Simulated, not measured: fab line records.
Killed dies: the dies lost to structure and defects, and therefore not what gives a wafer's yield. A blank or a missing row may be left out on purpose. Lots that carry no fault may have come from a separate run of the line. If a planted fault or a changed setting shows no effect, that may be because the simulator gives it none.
Which of the tools did it? | flow berkeley-cmos170 | 7 lots, 21 wafers sampled, at 2 steps of a route of 331

== WHAT EACH GAUGE READ, for each wafer ==
UCB170_M2_CD_MEAS_15: target cd 700 nm.
lot  | measured     | on        | cd-nm (nm)
L321 | day 8 23:43  | cd-sem-02 | 699.0 698.7 699.3
L325 | day 9 15:35  | cd-sem-02 | 702.5 701.3 703.0
L327 | day 10 02:40 | cd-sem-02 | 699.7 699.5 699.5
L334 | day 11 17:19 | cd-sem-02 | 699.7 701.0 700.4
L335 | day 12 14:08 | cd-sem-02 | 695.3 696.6 695.8
L339 | day 13 13:58 | cd-sem-02 | 700.9 701.2 702.8
L342 | day 14 06:39 | cd-sem-01 | 698.4 699.9 700.0

== TOOL THAT RAN EACH LOT (tool first, then ch and the chambers of the sampled wafers, then the start) ==
lot  | UCB170_M2_COAT_10
L321 | litho-track-04 ch 0, day 8 22:00
L325 | litho-track-02 ch 0, day 9 14:00
L327 | litho-track-04 ch 0, day 10 01:00
L334 | litho-track-02 ch 0, day 11 15:00
L335 | litho-track-04 ch 0, day 12 13:00
L339 | litho-track-02 ch 0, day 13 13:00
L342 | litho-track-02 ch 0, day 14 05:00
- UCB170_M2_COAT_10: resist thk 900 nm.

== THE ANSWER, worked out from the rows above alone ==
Rule: the usual values come from the lots themselves. The widest of any qualifying gaps counts: lots, ordered by their means at a reading, are off when they make up no more than a third of the lots, leave a main group of 4 or more, and stand apart from it by 3 or more times the standard deviation of that group's means. A main group whose means are all the same, to the digits that the tables above print for the reading, isn't used. A lot without any number at a reading at which 4 lots or more have one is off too. The other lots that the step has rows for count as sound.
None of the lots is off at any reading shown; this tells nothing.

== WHAT HAD BEEN PUT IN BY THE SIMULATOR ==
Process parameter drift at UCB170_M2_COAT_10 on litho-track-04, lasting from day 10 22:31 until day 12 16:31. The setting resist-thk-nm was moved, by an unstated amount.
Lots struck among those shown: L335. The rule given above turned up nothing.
